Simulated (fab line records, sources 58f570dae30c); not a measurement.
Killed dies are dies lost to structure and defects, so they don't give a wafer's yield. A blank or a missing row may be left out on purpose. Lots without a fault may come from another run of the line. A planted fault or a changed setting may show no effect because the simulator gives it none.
Which tool did it? | flow berkeley_cmos170 | 15 lots, 45 wafers sampled, at 2 steps of a route of 331

WHAT THE GAUGES READ, wafer by wafer
UCB170_NLDD_CD_MEAS_06: target cd 1200 nm.
lot  | measured     | on        | cd_nm (nm)
L282 | day 6 17:16  | cd_sem-02 | 1199.9 1200.2 1198.4
L285 | day 7 08:00  | cd_sem-02 | 1203.1 1201.3 1200.5
L286 | day 7 09:02  | cd_sem-01 | 1200.0 1200.5 1199.9
L287 | day 7 19:49  | cd_sem-01 | 1201.2 1201.1 1200.6
L288 | day 8 01:43  | cd_sem-02 | 1199.7 1198.5 1197.7
L289 | day 8 11:05  | cd_sem-01 | 1197.1 1198.4 1197.3
L292 | day 9 01:33  | cd_sem-01 | 1201.9 1200.4 1200.9
L291 | day 9 01:47  | cd_sem-01 | 1202.0 1201.2 1201.7
L294 | day 9 12:02  | cd_sem-02 | 1199.3 1199.7 1199.4
L295 | day 9 18:16  | cd_sem-01 | 1201.3 1200.9 1201.6
L297 | day 9 18:01  | cd_sem-01 | 1200.0 1200.7 1199.3
L299 | day 10 00:37 | cd_sem-02 | 1200.0 1198.3 1198.8
L303 | day 11 06:34 | cd_sem-02 | 1198.9 1198.5 1198.7
L302 | day 11 08:32 | cd_sem-01 | 1199.1 1200.2 1199.5
L304 | day 11 14:13 | cd_sem-02 | 1203.4 1203.4 1203.7

WHICH TOOL RAN EACH LOT (tool, then ch and the chambers of the sampled wafers, then the start)
lot  | UCB170_GATE_ETCH_14
L282 | rie_diel-02 ch 0,1, day 6 13:30
L285 | rie_diel-02 ch 1,2,3, day 7 04:37
L286 | rie_diel-01 ch 2,3, day 7 05:11
L287 | rie_diel-04 ch 0,1,3, day 7 16:36
L288 | rie_diel-02 ch 0,1,2, day 7 21:25
L289 | rie_diel-04 ch 1,2,3, day 8 07:12
L292 | rie_diel-02 ch 0,1, day 8 21:01
L291 | rie_diel-02 ch 2,3, day 8 21:17
L294 | rie_diel-01 ch 2,3, day 9 08:00
L295 | rie_diel-04 ch 0,1, day 9 13:08
L297 | rie_diel-02 ch 0,1, day 9 13:15
L299 | rie_diel-04 ch 0,2, day 9 20:49
L303 | rie_diel-02 ch 1,2,3, day 11 03:20
L302 | rie_diel-01 ch 0,2,3, day 11 03:36
L304 | rie_diel-04 ch 1,2,3, day 11 09:55
- UCB170_GATE_ETCH_14: etches BARC in N2/H2.

WHAT THE TOOLS THEMSELVES READ (means of the sampled wafers that have a number; where no wafer has one, the mark that the record gives instead)
UCB170_GATE_ETCH_14.
lot  | tool        | drypump_motor_current_A (A) | h2_flow_sccm (sccm) | oes_product_au (a.u.) | throttle_valve_pct (%)
L282 | rie_diel-02 | 5.80                        | 199.9               | 0.989                 | 13.48
L285 | rie_diel-02 | 5.41                        | 199.6               | 0.991                 | 13.38
L286 | rie_diel-01 | 5.64                        | 200.3               | 1.007                 | 13.42
L287 | rie_diel-04 | 5.34                        | 200.2               | 0.999                 | 13.47
L288 | rie_diel-02 | 5.55                        | 200.1               | 0.995                 | 13.43
L289 | rie_diel-04 | 5.42                        | 200.0               | 0.983                 | 13.39
L292 | rie_diel-02 | 5.79                        | 199.8               | 0.991                 | 13.48
L291 | rie_diel-02 | 5.12                        | 200.1               | 0.981                 | 13.24
L294 | rie_diel-01 | 5.63                        | 199.7               | 1.005                 | 13.40
L295 | rie_diel-04 | 5.51                        | 199.6               | 1.011                 | 13.52
L297 | rie_diel-02 | 5.78                        | 200.1               | 0.977                 | 13.48
L299 | rie_diel-04 | 5.55                        | 200.3               | 0.984                 | 13.27
L303 | rie_diel-02 | 5.43                        | 199.5               | 0.984                 | 13.38
L302 | rie_diel-01 | 5.40                        | 199.6               | 1.000                 | 13.27
L304 | rie_diel-04 | 5.40                        | 199.8               | 0.991                 | 13.38

THE ANSWER, worked out from the rows above alone
Rule: what is usual is taken from the lots themselves. Put in order of their means at a reading, lots are off if they are a third of the lots or fewer, leave a main group of 4 or more, and stand apart from it by a gap of 3 or more times the standard deviation of the main group's means; of several such gaps the widest counts. A main group whose means are all the same, to the digits that the tables above print for the reading, isn't used. A lot without any number at a reading at which 4 lots or more have one is off too. The other lots that the step has rows for count as sound. The gauges are gone through in route order, then the tools' own readings, and for those a lot's mean is taken as printed above. The first step at which some lot is off is used, and at that step the reading that is off furthest; a lot without a number counts as furthest.
No lot is off at any reading shown: from this, nothing can be told.

WHAT THE SIMULATOR HAD PUT IN
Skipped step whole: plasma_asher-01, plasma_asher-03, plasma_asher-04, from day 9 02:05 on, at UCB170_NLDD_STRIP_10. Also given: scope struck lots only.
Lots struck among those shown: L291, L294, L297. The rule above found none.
